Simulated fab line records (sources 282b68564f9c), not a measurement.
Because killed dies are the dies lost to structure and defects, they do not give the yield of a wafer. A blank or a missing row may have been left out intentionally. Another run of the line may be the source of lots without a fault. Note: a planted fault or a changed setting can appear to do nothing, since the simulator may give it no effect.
fab line records | flow ritCmos
[record] lots = 15 | wafers = 45 | lastDay = 8
route steps=202 shown GATE@87 M1@202
lots with no fault: from the same line, run without faults
startH: the number of hours between the record's first day and the start of the first shown wafer of the lot | waitH: how many hours have passed since the lot's step before this one | " unchanged from the row above | L1.1+2: several wafers, shown together as one row | - no value, or no start was given | * or withheld: withheld | < > ~ a bound
route shown NAME@n: NAME is a module with steps in the file, n the number in the route of the first one | usual: mean/standard deviation taken from wafers without a fault | same: alike in all rows | chamber/n: place in a boat | sites: per-site readings | _std_site: how widely they spread, as a standard deviation | _edge_site: inner sites' mean taken away from outer sites' mean | radiusMm: for every site, how far away it sits from the centre of the wafer | mask NAME#n: copy n | behind: the last tool/chamber to shape the wafer | hold: reason for holding the lot/hours on hold/outcome of the hold | device: which transistor (n, p or np) failed to switch | end of line: tests of these same wafers at the route's end | a step without rows: its recipe alone | killed: at the first sort, the dies lost to defects and structure; wafer yield is something else | map: the dies of a wafer, with x for killed, . for not killed, _ for no die there
set.NAME: the setting that was run; set.NAME@STEP: the one run at that earlier step | model.NAME: the simulator's own value behind a step, which no gauge read
the route's steps for a sample of lots (tables are steps, rows are wafers)
[[steps]]
[step RIT_GATE_COAT_11]
[recipe] resist = NOVOLAK | spinRpm = 4250 | resistThkNm = 850
[usual] chillPlateTempC = 23.00/0.11 | spinSpeedRpm = 4249.9/2.3
lot.wafer | tool          | chamber | startH | waitH | chillPlateTempC | spinSpeedRpm
L839.3    | lithoTrack-04 | 0       | 47.29  | 0.1   | 23.02           | 4250.0
L839.5    | "             | 0       | "      | "     | 23.00           | 4250.5
L839.6    | "             | 0       | "      | "     | 22.95           | 4246.2
L840.1    | lithoTrack-04 | 0       | 51.11  | 0.1   | 23.05           | 4251.4
L840.2    | "             | 0       | "      | "     | 23.18           | 4250.3
L840.5    | "             | 0       | "      | "     | 23.10           | 4249.8
L841.1    | lithoTrack-02 | 0       | 59.95  | 0.1   | 23.25           | 4249.7
L841.4    | "             | 0       | "      | "     | 22.91           | 4247.9
L841.5    | "             | 0       | "      | "     | 22.95           | 4248.1
L842.2    | lithoTrack-04 | 0       | 61.00  | 0.1   | 22.96           | 4248.9
L842.3    | "             | 0       | "      | "     | 22.89           | 4250.8
L842.5    | "             | 0       | "      | "     | 22.96           | 4248.9
L843.1    | lithoTrack-02 | 0       | 62.47  | 0.1   | 23.09           | 4251.4
L843.4    | "             | 0       | "      | "     | 22.84           | 4250.1
L843.6    | "             | 0       | "      | "     | 22.94           | 4248.9
L845.1    | lithoTrack-01 | 0       | 73.74  | 0.1   | 22.88           | 4249.6
L845.2    | "             | 0       | "      | "     | 22.88           | 4251.1
L845.4    | "             | 0       | "      | "     | 22.94           | 4251.0
L847.1    | lithoTrack-02 | 0       | 87.15  | 0.1   | 23.03           | 4251.1
L847.2    | "             | 0       | "      | "     | 22.85           | 4248.3
L847.4    | "             | 0       | "      | "     | 22.83           | 4250.8
L848.2    | lithoTrack-02 | 0       | 90.92  | 0.1   | 23.20           | 4248.6
L848.4    | "             | 0       | "      | "     | 23.09           | 4248.6
L848.6    | "             | 0       | "      | "     | 23.01           | 4247.5
L849.3    | lithoTrack-01 | 0       | 92.32  | 0.1   | 22.98           | 4250.8
L849.4    | "             | 0       | "      | "     | 22.82           | 4251.3
L849.5    | "             | 0       | "      | "     | 22.92           | 4248.9
L851.1    | lithoTrack-02 | 0       | 101.93 | 0.1   | 23.02           | 3993.1
L851.3    | "             | 0       | "      | "     | 23.03           | 3994.9
L851.4    | "             | 0       | "      | "     | 23.09           | 3993.1
L852.2    | lithoTrack-02 | 0       | 106.36 | 0.1   | 22.93           | 3991.1
L852.4    | "             | 0       | "      | "     | 22.95           | 3989.3
L852.5    | "             | 0       | "      | "     | 22.85           | 3991.0
L854.1    | lithoTrack-02 | 0       | 118.70 | 0.1   | 22.95           | 3998.1
L854.4    | "             | 0       | "      | "     | 23.15           | 3995.2
L854.5    | "             | 0       | "      | "     | 23.19           | 3992.3
L859.2    | lithoTrack-01 | 0       | 143.27 | 0.1   | 22.96           | 4251.7
L859.3    | "             | 0       | "      | "     | 22.87           | 4254.4
L859.5    | "             | 0       | "      | "     | 22.85           | 4248.4
L861.3    | lithoTrack-01 | 0       | 152.00 | 0.1   | 22.98           | 4249.6
L861.4    | "             | 0       | "      | "     | 22.91           | 4248.2
L861.5    | "             | 0       | "      | "     | 22.99           | 4247.1
L862.1    | lithoTrack-04 | 0       | 160.51 | 0.1   | 22.88           | 4250.0
L862.2    | "             | 0       | "      | "     | 22.89           | 4246.5
L862.3    | "             | 0       | "      | "     | 22.81           | 4248.6
[step RIT_M1_PROBE_99]
[usual] killed_at_M0_to_M3 = 0.0/0.14 | killedAtContacts = 0.1/0.27 | killedAtFrontEnd = 6.5/2.8 | killedDies = 6.6/2.8 | killedOnRim = 1.7/1.3 | killedOpen = 3.5/2 | killedShort = 3.2/1.8
[same] grossDies = 264 | killed_at_M4_up = 0 | killedAtBackSide = 0 | killedAtOther = 0
lot.wafer | tool      | chamber | startH | waitH | killed_at_M0_to_M3 | killedAtContacts | killedAtFrontEnd | killedDies | killedOnRim | killedOpen | killedShort
L839.3    | prober-01 | -       | 69.61  | 0.2   | 0                  | 0                | 10               | 10         | 2           | 4          | 6
L839.5    | prober-01 | -       | 69.71  | 0.2   | 0                  | 0                | 5                | 5          | 3           | 1          | 4
L839.6    | prober-01 | -       | 69.76  | 0.2   | 0                  | 1                | 3                | 4          | 2           | 3          | 1
L840.1    | prober-02 | -       | 76.02  | 0.1   | 0                  | 0                | 11               | 11         | 4           | 9          | 2
L840.2    | prober-02 | -       | 76.07  | 0.1   | 0                  | 0                | 15               | 15         | 4           | 8          | 7
L840.5    | prober-02 | -       | 76.22  | 0.2   | 0                  | 0                | 9                | 9          | 2           | 3          | 6
L841.1    | prober-01 | -       | 81.65  | 0.1   | 0                  | 0                | 4                | 4          | 2           | 2          | 2
L841.4    | prober-01 | -       | 81.80  | 0.2   | 0                  | 0                | 13               | 13         | 3           | 9          | 4
L841.5    | prober-01 | -       | 81.85  | 0.2   | 0                  | 0                | 7                | 7          | 4           | 4          | 3
L842.2    | prober-02 | -       | 84.76  | 0.1   | 0                  | 0                | 8                | 8          | 2           | 5          | 3
L842.3    | prober-02 | -       | 84.81  | 0.2   | 0                  | 0                | 8                | 8          | 3           | 4          | 4
L842.5    | prober-02 | -       | 84.91  | 0.2   | 0                  | 0                | 6                | 6          | 2           | 4          | 2
L843.1    | prober-02 | -       | 86.21  | 0.1   | 0                  | 0                | 6                | 6          | 2           | 4          | 2
L843.4    | prober-02 | -       | 86.36  | 0.2   | 0                  | 0                | 6                | 6          | 2           | 2          | 4
L843.6    | prober-02 | -       | 86.46  | 0.2   | 0                  | 1                | 2                | 3          | 0           | 1          | 2
L845.1    | prober-02 | -       | 95.87  | 0.1   | 0                  | 0                | 8                | 8          | 0           | 3          | 5
L845.2    | prober-02 | -       | 95.92  | 0.1   | 0                  | 0                | 5                | 5          | 2           | 3          | 1
L845.4    | prober-02 | -       | 96.02  | 0.2   | 0                  | 0                | 5                | 5          | 2           | 5          | 0
L847.1    | prober-02 | -       | 107.89 | 0.1   | 0                  | 0                | 5                | 5          | 2           | 1          | 4
L847.2    | prober-02 | -       | 107.94 | 0.1   | 0                  | 0                | 7                | 7          | 1           | 2          | 4
L847.4    | prober-02 | -       | 108.04 | 0.2   | 0                  | 0                | 6                | 6          | 0           | 4          | 2
L848.2    | prober-01 | -       | 113.51 | 0.1   | 0                  | 0                | 6                | 6          | 2           | 4          | 2
L848.4    | prober-01 | -       | 113.61 | 0.2   | 1                  | 0                | 6                | 7          | 3           | 3          | 4
L848.6    | prober-01 | -       | 113.71 | 0.2   | 0                  | 0                | 5                | 5          | 0           | 3          | 2
L849.3    | prober-02 | -       | 115.06 | 0.2   | 0                  | 1                | 10               | 11         | 5           | 7          | 4
L849.4    | prober-02 | -       | 115.11 | 0.2   | 0                  | 0                | 5                | 5          | 2           | 2          | 3
L849.5    | prober-02 | -       | 115.16 | 0.2   | 0                  | 0                | 7                | 7          | 2           | 3          | 4
L851.1    | prober-02 | -       | 123.27 | 0.1   | 0                  | 0                | 7                | 7          | 1           | 3          | 4
L851.3    | prober-02 | -       | 123.37 | 0.2   | 0                  | 0                | 3                | 3          | 1           | 1          | 2
L851.4    | prober-02 | -       | 123.42 | 0.2   | 0                  | 0                | 8                | 8          | 0           | 2          | 6
L852.2    | prober-01 | -       | 128.43 | 0.1   | 0                  | 1                | 3                | 4          | 1           | 4          | 0
L852.4    | prober-01 | -       | 128.53 | 0.2   | 0                  | 0                | 6                | 6          | 2           | 2          | 4
L852.5    | prober-01 | -       | 128.58 | 0.2   | 0                  | 0                | 7                | 7          | 3           | 2          | 5
L854.1    | prober-02 | -       | 141.23 | 0.1   | 0                  | 0                | 8                | 8          | 2           | 5          | 3
L854.4    | prober-02 | -       | 141.38 | 0.2   | 0                  | 0                | 3                | 3          | 1           | 2          | 1
L854.5    | prober-02 | -       | 141.43 | 0.2   | 0                  | 0                | 10               | 10         | 2           | 4          | 6
L859.2    | prober-01 | -       | 166.20 | 0.1   | 0                  | 0                | 5                | 5          | 0           | 4          | 1
L859.3    | prober-01 | -       | 166.25 | 0.2   | 0                  | 0                | 4                | 4          | 2           | 4          | 0
L859.5    | prober-01 | -       | 166.35 | 0.2   | 0                  | 0                | 13               | 13         | 1           | 4          | 9
L861.3    | prober-01 | -       | 174.83 | 0.2   | 0                  | 0                | 5                | 5          | 1           | 3          | 2
L861.4    | prober-01 | -       | 174.88 | 0.2   | 0                  | 0                | 9                | 9          | 5           | 6          | 3
L861.5    | prober-01 | -       | 174.93 | 0.2   | 0                  | 0                | 10               | 10         | 2           | 3          | 7
L862.1    | prober-02 | -       | 181.39 | 0.1   | 0                  | 0                | 2                | 2          | 0           | 2          | 0
L862.2    | prober-02 | -       | 181.44 | 0.1   | 0                  | 0                | 5                | 5          | 1           | 2          | 3
L862.3    | prober-02 | -       | 181.49 | 0.2   | 0                  | 0                | 2                | 2          | 1           | 1          | 1
// killed by level:class
L839.3 FOX1:geometricParticle:short=2 GATE:geometricParticle:open=2 FOX1:geometricParticle:open=1 GATE:geometricParticle:short=1 REOX:geometricParticle:short=1 SPACER:geometricParticle:open=1 SPACER:geometricParticle:short=1 SILICIDE:geometricParticle:short=1
L839.5 FOX1:geometricParticle:short=2 SPACER:geometricParticle:short=2 GATE:geometricParticle:open=1
L839.6 FOX1:geometricParticle:open=1 GATE:geometricParticle:open=1 SPACER:geometricParticle:open=1 CONTACT:geometricParticle:short=1
L840.1 SILICIDE:geometricParticle:open=5 GATE:geometricParticle:open=3 FOX1:geometricParticle:short=1 FOX1:geometricParticle:open=1 SILICIDE:geometricParticle:short=1
L840.2 FOX1:geometricParticle:short=6 SPACER:geometricParticle:open=3 FOX1:geometricParticle:open=2 REOX:geometricParticle:open=2 FOX2:geometricParticle:open=1 SPACER:geometricParticle:short=1
L840.5 REOX:geometricParticle:short=2 SILICIDE:geometricParticle:short=2 FOX1:geometricParticle:short=1 GATE:geometricParticle:open=1 GATE:geometricParticle:short=1 SPACER:geometricParticle:open=1 SILICIDE:geometricParticle:open=1
L841.1 GATE:geometricParticle:open=1 REOX:geometricParticle:short=1 SPACER:geometricParticle:short=1 SILICIDE:geometricParticle:open=1
L841.4 GATE:geometricParticle:open=7 GATE:geometricParticle:short=2 FOX1:geometricParticle:short=1 FOX1:geometricParticle:open=1 FOX2:geometricParticle:short=1 SPACER:geometricParticle:open=1
L841.5 GATE:geometricParticle:open=2 FOX2:geometricParticle:open=1 GATE:geometricParticle:short=1 SPACER:geometricParticle:open=1 SPACER:geometricParticle:short=1 SILICIDE:geometricParticle:short=1
L842.2 REOX:geometricParticle:short=3 SPACER:geometricParticle:open=2 FOX1:geometricParticle:open=1 FOX2:geometricParticle:open=1 REOX:geometricParticle:open=1
L842.3 GATE:geometricParticle:open=2 FOX1:geometricParticle:open=1 GATE:geometricParticle:short=1 REOX:geometricParticle:short=1 REOX:geometricParticle:open=1 SPACER:geometricParticle:short=1 SILICIDE:geometricParticle:short=1
L842.5 SILICIDE:geometricParticle:open=2 FOX2:geometricParticle:short=1 GATE:geometricParticle:open=1 GATE:geometricParticle:short=1 REOX:geometricParticle:open=1
L843.1 SILICIDE:geometricParticle:open=2 FOX1:geometricParticle:short=1 GATE:geometricParticle:open=1 REOX:geometricParticle:open=1 SILICIDE:geometricParticle:short=1
L843.4 FOX2:geometricParticle:open=2 FOX1:geometricParticle:short=1 FOX2:geometricParticle:short=1 GATE:geometricParticle:short=1 SILICIDE:geometricParticle:short=1
L843.6 FOX1:geometricParticle:short=1 SPACER:geometricParticle:open=1 CONTACT:geometricParticle:short=1
L845.1 SPACER:geometricParticle:short=2 FOX2:geometricParticle:short=1 GATE:geometricParticle:open=1 GATE:geometricParticle:short=1 REOX:geometricParticle:open=1 REOX:geometricParticle:short=1 SPACER:geometricParticle:open=1
L845.2 SPACER:geometricParticle:open=2 FOX1:geometricParticle:short=1 FOX1:geometricParticle:open=1 PRETRO:coatMicrobubblePrinted=1
L845.4 SILICIDE:geometricParticle:open=2 FOX1:geometricParticle:open=1 GATE:geometricParticle:open=1 SPACER:geometricParticle:open=1
L847.1 FOX1:geometricParticle:short=1 FOX1:geometricParticle:open=1 REOX:geometricParticle:short=1 SPACER:geometricParticle:short=1 SILICIDE:geometricParticle:short=1
L847.2 SPACER:geometricParticle:short=2 FOX1:geometricParticle:open=1 GATE:geometricParticle:short=1 SILICIDE:geometricParticle:open=1 SILICIDE:geometricParticle:short=1 PWELL:coatMicrobubblePrinted=1
L847.4 GATE:geometricParticle:open=2 SILICIDE:geometricParticle:short=2 FOX1:geometricParticle:open=1 SPACER:geometricParticle:open=1
L848.2 GATE:geometricParticle:short=2 FOX2:geometricParticle:open=1 GATE:geometricParticle:open=1 SPACER:geometricParticle:open=1 SILICIDE:geometricParticle:open=1
L848.4 FOX1:geometricParticle:short=2 GATE:geometricParticle:open=2 GATE:geometricParticle:short=1 REOX:geometricParticle:open=1 M1:geometricParticle:short=1
L848.6 GATE:geometricParticle:open=3 FOX1:geometricParticle:short=1 GATE:geometricParticle:short=1
L849.3 FOX1:geometricParticle:open=2 FOX2:geometricParticle:short=2 GATE:geometricParticle:open=2 REOX:geometricParticle:short=2 REOX:geometricParticle:open=1 SPACER:geometricParticle:open=1 CONTACT:geometricParticle:open=1
L849.4 GATE:geometricParticle:short=3 FOX1:geometricParticle:open=1 REOX:geometricParticle:open=1
L849.5 GATE:geometricParticle:short=2 FOX1:geometricParticle:short=1 FOX2:geometricParticle:open=1 GATE:geometricParticle:open=1 REOX:geometricParticle:open=1 SILICIDE:geometricParticle:short=1
L851.1 REOX:geometricParticle:short=2 SPACER:geometricParticle:short=2 SILICIDE:geometricParticle:open=2 GATE:geometricParticle:open=1
L851.3 REOX:geometricParticle:open=1 SPACER:geometricParticle:short=1 SILICIDE:geometricParticle:short=1
L851.4 SILICIDE:geometricParticle:short=3 REOX:geometricParticle:short=2 GATE:geometricParticle:open=1 SPACER:geometricParticle:short=1 SILICIDE:geometricParticle:open=1
L852.2 FOX1:geometricParticle:open=1 GATE:geometricParticle:open=1 SPACER:geometricParticle:open=1 CONTACT:geometricParticle:open=1
L852.4 GATE:geometricParticle:short=3 FOX1:geometricParticle:open=1 GATE:geometricParticle:open=1 SPACER:geometricParticle:short=1
L852.5 GATE:geometricParticle:short=3 FOX1:geometricParticle:short=2 GATE:geometricParticle:open=2
L854.1 GATE:geometricParticle:open=4 GATE:geometricParticle:short=2 FOX1:geometricParticle:short=1 FOX2:geometricParticle:open=1
L854.4 FOX2:geometricParticle:open=1 SPACER:geometricParticle:open=1 SILICIDE:geometricParticle:short=1
L854.5 GATE:geometricParticle:short=3 GATE:geometricParticle:open=2 ACTIVE:geometricParticle:short=1 FOX2:geometricParticle:short=1 FOX2:geometricParticle:open=1 REOX:geometricParticle:open=1 SILICIDE:geometricParticle:short=1
L859.2 GATE:geometricParticle:open=2 FOX1:geometricParticle:open=1 GATE:geometricParticle:short=1 SPACER:geometricParticle:open=1
L859.3 GATE:geometricParticle:open=4
L859.5 REOX:geometricParticle:short=4 GATE:geometricParticle:open=3 GATE:geometricParticle:short=2 FOX1:geometricParticle:short=1 FOX2:geometricParticle:short=1 REOX:geometricParticle:open=1 SPACER:geometricParticle:short=1
L861.3 GATE:geometricParticle:open=3 FOX2:geometricParticle:short=1 REOX:geometricParticle:short=1
L861.4 GATE:geometricParticle:open=3 FOX2:geometricParticle:open=2 FOX1:geometricParticle:short=1 FOX2:geometricParticle:short=1 GATE:geometricParticle:short=1 SILICIDE:geometricParticle:open=1
L861.5 GATE:geometricParticle:short=5 GATE:geometricParticle:open=2 FOX1:geometricParticle:short=1 FOX1:geometricParticle:open=1 FOX2:geometricParticle:short=1
L862.1 FOX2:geometricParticle:open=1 REOX:geometricParticle:open=1
L862.2 FOX1:geometricParticle:short=1 GATE:geometricParticle:short=1 SPACER:geometricParticle:short=1 SPACER:geometricParticle:open=1 SILICIDE:geometricParticle:open=1
L862.3 GATE:geometricParticle:open=1 SPACER:geometricParticle:short=1
[[key]]
[firstSign] step = RIT_GATE_COAT_11 | reading = spinSpeedRpm | direction = down | sigmas = 99+ | usual = 4249.9 | struck = 3993.1
effect none on later readings
metAt RIT_GATE_COAT_11
struckLots L851,L852,L854
testerLeftOut L851,L852,L854
onsetBetween 90.92 101.93
[fault] kind = processParameterDrift | tool = lithoTrack-02 | chamber = - | onsetH = 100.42 | steps = RIT_GATE_COAT_11 | channel = spinRpm | offset = -256.24 | shape = step | endH = 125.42 | actsIn = theseRecipesOnly | stated = 4250
// testerLeftOut: of these lots the tester's yield and bins aren't shown, on N5 and GAA mostly nor the transistor test; their killed dies are dies lost to structure and defects alone, not to doping, threshold or leakage, so they don't give the yield
